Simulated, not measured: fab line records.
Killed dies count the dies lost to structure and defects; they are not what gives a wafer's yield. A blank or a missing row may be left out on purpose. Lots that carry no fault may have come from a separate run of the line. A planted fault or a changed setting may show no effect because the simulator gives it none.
fab line records + flow berkeley_cmos170
record:
- lots: 5
- wafers: 23
route steps=331 shown V1@256 M2@278 M3@310
start_h: hours from the record's first day to the start of the lot's first wafer shown + wait_h: hours elapsed since this lot's preceding step + " identical to the entry in the row above + L1.1+2: several wafers, shown together as one row + - no value, or no start was given + * or withheld: withheld + < > ~ a bound
route shown NAME@n: names a module that has steps shown in the file, with the first one's number in the route + usual: average and standard deviation across the fault-free wafers + same: alike in all rows + chamber/n: place in a boat + sites: the reading at each site + _std_site: the standard deviation of these + _edge_site: outer sites' mean less inner sites' + radius_mm: for every site, how far away it sits from the centre of the wafer + mask NAME#n: copy n + behind: tool/chamber where the wafer was last shaped + hold: why the lot was held/for how many hours/how that ended + device: which transistor (n, p or np) failed to switch + end of line: tests of these same wafers at the route's end + for a step that has no rows: nothing shown but its recipe + killed: dies lost to structure and defects at the first sort, not the wafer's yield + map: per-die view of a wafer (x killed, . not killed, _ where there is no die)
set.NAME: the run value of the setting; set.NAME@STEP: its run value at that earlier step + model.NAME: the simulator's own value behind a step, which no gauge read
lots run with intentionally changed settings; tables by step, rows by wafer
== steps ==
step: UCB170_V1_CMP_02
recipe:
- material: SiO2
- down_force_psi: 6
- platen_rpm: 60
- pad_velocity_m_s: 0.75398
| lot.wafer | tool   | chamber | start_h | wait_h | set.leave_above_ref_nm | model.SiO2_of_V1_CVD_00.thk_nm |
|-----------|--------|---------|---------|--------|------------------------|--------------------------------|
| L079.2    | cmp-01 | 0       | 194.77  | 0.1    | 943.1                  | 944                            |
| L079.4    | "      | 1       | "       | "      | 943.1                  | 944.2                          |
| L079.1+5  | "      | 2,3     | "       | "      | 1000                   | 1001                           |
| L079.6    | "      | 0       | "       | "      | 1000                   | 1000                           |
| L080.2    | cmp-01 | 2       | 213.04  | 0.1    | 1000                   | 998.8                          |
| L080.1    | "      | 3       | "       | "      | 1000                   | 998.4                          |
| L080.3    | "      | 0       | "       | "      | 1000                   | 999                            |
| L080.5+6  | "      | 2,3     | "       | "      | 1000                   | 998.7                          |
| L083.4    | cmp-02 | 1       | 220.92  | 0.1    | 952.3                  | 952.1                          |
| L083.1    | "      | 2       | "       | "      | 1000                   | 1001                           |
| L083.2    | "      | 3       | "       | "      | 1000                   | 999.1                          |
| L083.5    | "      | 0       | "       | "      | 1000                   | 999.2                          |
| L083.6    | "      | 1       | "       | "      | 952.3                  | 951.5                          |
| L085.1+2  | cmp-02 | 3,1     | 223.60  | 0.1    | 1000                   | 1000                           |
| L085.6    | "      | 3       | "       | "      | 1000                   | 1001                           |
| L084.1    | cmp-02 | 0       | 232.99  | 0.1    | 970.7                  | 970.5                          |
| L084.2    | "      | 1       | "       | "      | 1000                   | 998.8                          |
| L084.4    | "      | 2       | "       | "      | 1000                   | 999.5                          |
| L084.3    | "      | 3       | "       | "      | 1000                   | 998.7                          |
| L084.5    | "      | 1       | "       | "      | 970.7                  | 970.7                          |
step: UCB170_V1_THK_MEAS_04
recipe:
- reads: SiO2_of_V1_CVD_00
usual:
- V1_POLISHED_THK: 999.7/1
| lot.wafer | tool          | chamber | start_h | wait_h | set.leave_above_ref_nm@V1_CMP_02 | V1_POLISHED_THK[nm] |
|-----------|---------------|---------|---------|--------|----------------------------------|---------------------|
| L079.1    | film_metro-02 | -       | 195.24  | 0.1    | 1000                             | 1000.9              |
| L079.2    | "             | -       | "       | "      | 943.1                            | 943.4               |
| L079.4    | "             | -       | "       | "      | 943.1                            | 944.3               |
| L079.5    | "             | -       | "       | "      | 1000                             | 1001.1              |
| L079.6    | "             | -       | "       | "      | 1000                             | 999.9               |
| L080.1    | film_metro-01 | -       | 213.46  | 0.1    | 1000                             | 997.4               |
| L080.2    | "             | -       | "       | "      | 1000                             | 997.6               |
| L080.3    | "             | -       | "       | "      | 1000                             | 998.9               |
| L080.5    | "             | -       | "       | "      | 1000                             | 998.4               |
| L080.6    | "             | -       | "       | "      | 1000                             | 997.7               |
| L083.1    | film_metro-02 | -       | 221.29  | 0.1    | 1000                             | 1000.1              |
| L083.2    | "             | -       | "       | "      | 1000                             | 999.0               |
| L083.4    | "             | -       | "       | "      | 952.3                            | 951.3               |
| L083.5    | "             | -       | "       | "      | 1000                             | 998.7               |
| L083.6    | "             | -       | "       | "      | 952.3                            | 951.7               |
| L085.1    | film_metro-02 | -       | 224.02  | 0.1    | 1000                             | 1000.2              |
| L085.2    | "             | -       | "       | "      | 1000                             | 1000.4              |
| L085.6    | "             | -       | "       | "      | 1000                             | 1001.1              |
| L084.1    | film_metro-03 | -       | 233.41  | 0.1    | 970.7                            | 971.2               |
| L084.2    | "             | -       | "       | "      | 1000                             | 998.6               |
| L084.3    | "             | -       | "       | "      | 1000                             | 998.4               |
| L084.4    | "             | -       | "       | "      | 1000                             | 999.3               |
| L084.5    | "             | -       | "       | "      | 970.7                            | 971.3               |
step: UCB170_M2_STRIP_07
recipe:
- chemistry: O2
- power_w: 400
- pressure_mtorr: 3500
- platen_temp_c: withheld
- o2_flow_sccm: 400
- overash_fraction: 0.5
usual:
- strip_time_to_endpoint_s: 21.99/0.057
| lot.wafer | tool            | chamber | start_h | wait_h | set.o2_flow_sccm | strip_time_to_endpoint_s |
|-----------|-----------------|---------|---------|--------|------------------|--------------------------|
| L079.1    | plasma_asher-03 | 0       | 199.24  | 0.1    | 400              | 22.00                    |
| L079.2    | "               | 1       | "       | "      | 400              | 22.00                    |
| L079.4    | "               | 0       | "       | "      | 400              | 21.95                    |
| L079.5    | "               | 1       | "       | "      | 344.6            | 22.51                    |
| L079.6    | "               | 0       | "       | "      | 344.6            | 22.52                    |
| L080.1    | plasma_asher-03 | 1       | 216.78  | 0.1    | 400              | 22.07                    |
| L080.2    | "               | 0       | "       | "      | 384.6            | 22.14                    |
| L080.3    | "               | 0       | "       | "      | 400              | 21.99                    |
| L080.5    | "               | 0       | "       | "      | 384.6            | 22.10                    |
| L080.6    | "               | 1       | "       | "      | 400              | 21.99                    |
| L083.1    | plasma_asher-03 | 0       | 224.46  | 0.1    | 400              | 22.04                    |
| L083.2    | "               | 1       | "       | "      | 400              | 21.96                    |
| L083.4    | "               | 0       | "       | "      | 400              | 21.93                    |
| L083.5    | "               | 0       | "       | "      | 400              | 22.02                    |
| L083.6    | "               | 1       | "       | "      | 400              | 22.02                    |
| L085.1    | plasma_asher-04 | 1       | 227.55  | 0.1    | 400              | 22.06                    |
| L085.2    | "               | 0       | "       | "      | 400              | 22.09                    |
| L085.6    | "               | 1       | "       | "      | 400              | 22.07                    |
| L084.1    | plasma_asher-04 | 0       | 241.07  | 0.1    | 429.9            | 21.82                    |
| L084.2    | "               | 1       | "       | "      | 400              | 22.06                    |
| L084.3    | "               | 0       | "       | "      | 429.9            | 21.86                    |
| L084.4    | "               | 1       | "       | "      | 400              | 22.00                    |
| L084.5    | "               | 0       | "       | "      | 400              | 22.15                    |
step: UCB170_M3_SPUTTER_01
recipe:
- material: Al
- target_thk_nm: 900
- time_s: 120
- power_w: 6000
- chamber_pressure_pa: 0.5
| lot.wafer | tool           | chamber | start_h | wait_h | set.power_w | model.Al_of_M3_SPUTTER_01.thk_nm |
|-----------|----------------|---------|---------|--------|-------------|----------------------------------|
| L079.1    | pvd_sputter-02 | -       | 204.34  | 0.0    | 6256        | 943.5                            |
| L079.2    | "              | -       | "       | "      | 6000        | 907                              |
| L079.4    | "              | -       | "       | "      | 6256        | 937.4                            |
| L079.5    | "              | -       | "       | "      | 6256        | 945.2                            |
| L079.6    | "              | -       | "       | "      | 6000        | 907.2                            |
| L080.1    | pvd_sputter-04 | -       | 223.20  | 0.0    | 6000        | 896.3                            |
| L080.2    | "              | -       | "       | "      | 6000        | 905.9                            |
| L080.3    | "              | -       | "       | "      | 5536        | 823.1                            |
| L080.5    | "              | -       | "       | "      | 5536        | 835.7                            |
| L080.6    | "              | -       | "       | "      | 6000        | 894.1                            |
| L083.1    | pvd_sputter-01 | -       | 228.83  | 0.0    | 6000        | 906.1                            |
| L083.2    | "              | -       | "       | "      | 6685        | 1012                             |
| L083.4    | "              | -       | "       | "      | 6000        | 912.1                            |
| L083.5    | "              | -       | "       | "      | 6685        | 1013                             |
| L083.6    | "              | -       | "       | "      | 6000        | 903                              |
| L085.1    | pvd_sputter-02 | -       | 233.24  | 0.0    | 6000        | 921.1                            |
| L085.2    | "              | -       | "       | "      | 6000        | 908.2                            |
| L085.6    | "              | -       | "       | "      | 6000        | 915.7                            |
| L084.1    | pvd_sputter-01 | -       | 245.39  | 0.0    | 6653        | 1014                             |
| L084.2    | "              | -       | "       | "      | 6000        | 908.7                            |
| L084.3    | "              | -       | "       | "      | 6653        | 1020                             |
| L084.4    | "              | -       | "       | "      | 6000        | 912.4                            |
| L084.5    | "              | -       | "       | "      | 6653        | 1013                             |
step: UCB170_M3_RS_MEAS_02
recipe:
- thk_meas_gauge: four-point-probe
- reads: Al_of_M3_SPUTTER_01
usual:
- M3_AL_RS: 0.03192/0.00024
| lot.wafer | tool          | chamber | start_h | wait_h | set.power_w@M3_SPUTTER_01 | M3_AL_RS[ohm/sq] |
|-----------|---------------|---------|---------|--------|---------------------------|------------------|
| L079.1    | film_metro-04 | -       | 204.42  | 0.0    | 6256                      | 0.03065          |
| L079.2    | "             | -       | "       | "      | 6000                      | 0.03195          |
| L079.4    | "             | -       | "       | "      | 6256                      | 0.031            |
| L079.5    | "             | -       | "       | "      | 6256                      | 0.03054          |
| L079.6    | "             | -       | "       | "      | 6000                      | 0.03191          |
| L080.1    | film_metro-03 | -       | 223.28  | 0.0    | 6000                      | 0.03226          |
| L080.2    | "             | -       | "       | "      | 6000                      | 0.03197          |
| L080.3    | "             | -       | "       | "      | 5536                      | 0.03524          |
| L080.5    | "             | -       | "       | "      | 5536                      | 0.03467          |
| L080.6    | "             | -       | "       | "      | 6000                      | 0.0324           |
| L083.1    | film_metro-02 | -       | 228.91  | 0.0    | 6000                      | 0.03196          |
| L083.2    | "             | -       | "       | "      | 6685                      | 0.02857          |
| L083.4    | "             | -       | "       | "      | 6000                      | 0.03174          |
| L083.5    | "             | -       | "       | "      | 6685                      | 0.02849          |
| L083.6    | "             | -       | "       | "      | 6000                      | 0.03214          |
| L085.1    | film_metro-02 | -       | 233.33  | 0.0    | 6000                      | 0.03144          |
| L085.2    | "             | -       | "       | "      | 6000                      | 0.03183          |
| L085.6    | "             | -       | "       | "      | 6000                      | 0.03157          |
| L084.1    | film_metro-04 | -       | 245.47  | 0.0    | 6653                      | 0.02849          |
| L084.2    | "             | -       | "       | "      | 6000                      | 0.03188          |
| L084.3    | "             | -       | "       | "      | 6653                      | 0.02834          |
| L084.4    | "             | -       | "       | "      | 6000                      | 0.03169          |
| L084.5    | "             | -       | "       | "      | 6653                      | 0.0285           |
step: UCB170_M3_THK_MEAS_03
recipe:
- thk_meas_gauge: xrf
- reads: Al_of_M3_SPUTTER_01
usual:
- M3_AL_THK: 902/7
| lot.wafer | tool          | chamber | start_h | wait_h | set.power_w@M3_SPUTTER_01 | M3_AL_THK[nm] |
|-----------|---------------|---------|---------|--------|---------------------------|---------------|
| L079.1    | film_metro-04 | -       | 204.54  | 0.1    | 6256                      | 931           |
| L079.2    | "             | -       | "       | "      | 6000                      | 896           |
| L079.4    | "             | -       | "       | "      | 6256                      | 930           |
| L079.5    | "             | -       | "       | "      | 6256                      | 940           |
| L079.6    | "             | -       | "       | "      | 6000                      | 900           |
| L080.1    | film_metro-03 | -       | 223.40  | 0.1    | 6000                      | 900           |
| L080.2    | "             | -       | "       | "      | 6000                      | 905           |
| L080.3    | "             | -       | "       | "      | 5536                      | 820           |
| L080.5    | "             | -       | "       | "      | 5536                      | 836           |
| L080.6    | "             | -       | "       | "      | 6000                      | 890           |
| L083.1    | film_metro-02 | -       | 229.03  | 0.1    | 6000                      | 904           |
| L083.2    | "             | -       | "       | "      | 6685                      | 1006          |
| L083.4    | "             | -       | "       | "      | 6000                      | 912           |
| L083.5    | "             | -       | "       | "      | 6685                      | 1010          |
| L083.6    | "             | -       | "       | "      | 6000                      | 900           |
| L085.1    | film_metro-02 | -       | 233.45  | 0.1    | 6000                      | 917           |
| L085.2    | "             | -       | "       | "      | 6000                      | 904           |
| L085.6    | "             | -       | "       | "      | 6000                      | 913           |
| L084.1    | film_metro-04 | -       | 245.59  | 0.1    | 6653                      | 1006          |
| L084.2    | "             | -       | "       | "      | 6000                      | 894           |
| L084.3    | "             | -       | "       | "      | 6653                      | 1006          |
| L084.4    | "             | -       | "       | "      | 6000                      | 900           |
| L084.5    | "             | -       | "       | "      | 6653                      | 1000          |
== key ==
split:
- step: UCB170_V1_CMP_02
- setting: leave_above_ref_nm
- stated: 1000
- by: wafer
response:
- step: UCB170_V1_CMP_02
- reading: model.SiO2_of_V1_CVD_00.thk_nm
- change: +9.95
- per: 1%
- r: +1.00
response:
- step: UCB170_V1_THK_MEAS_04
- reading: V1_POLISHED_THK
- change: +9.91
- per: 1%
- r: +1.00
split:
- step: UCB170_M2_STRIP_07
- setting: o2_flow_sccm
- stated: 400
- by: wafer
response:
- step: UCB170_M2_STRIP_07
- reading: strip_time_to_endpoint_s
- change: *
- per: 1%
- r: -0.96
split:
- step: UCB170_M3_SPUTTER_01
- setting: power_w
- stated: 6000
- by: wafer
response:
- step: UCB170_M3_SPUTTER_01
- reading: model.Al_of_M3_SPUTTER_01.thk_nm
- change: +9.29
- per: 1%
- r: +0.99
response:
- step: UCB170_M3_RS_MEAS_02
- reading: M3_AL_RS
- change: -0.000311
- per: 1%
- r: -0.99
response:
- step: UCB170_M3_THK_MEAS_03
- reading: M3_AL_THK
- change: +9.28
- per: 1%
- r: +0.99
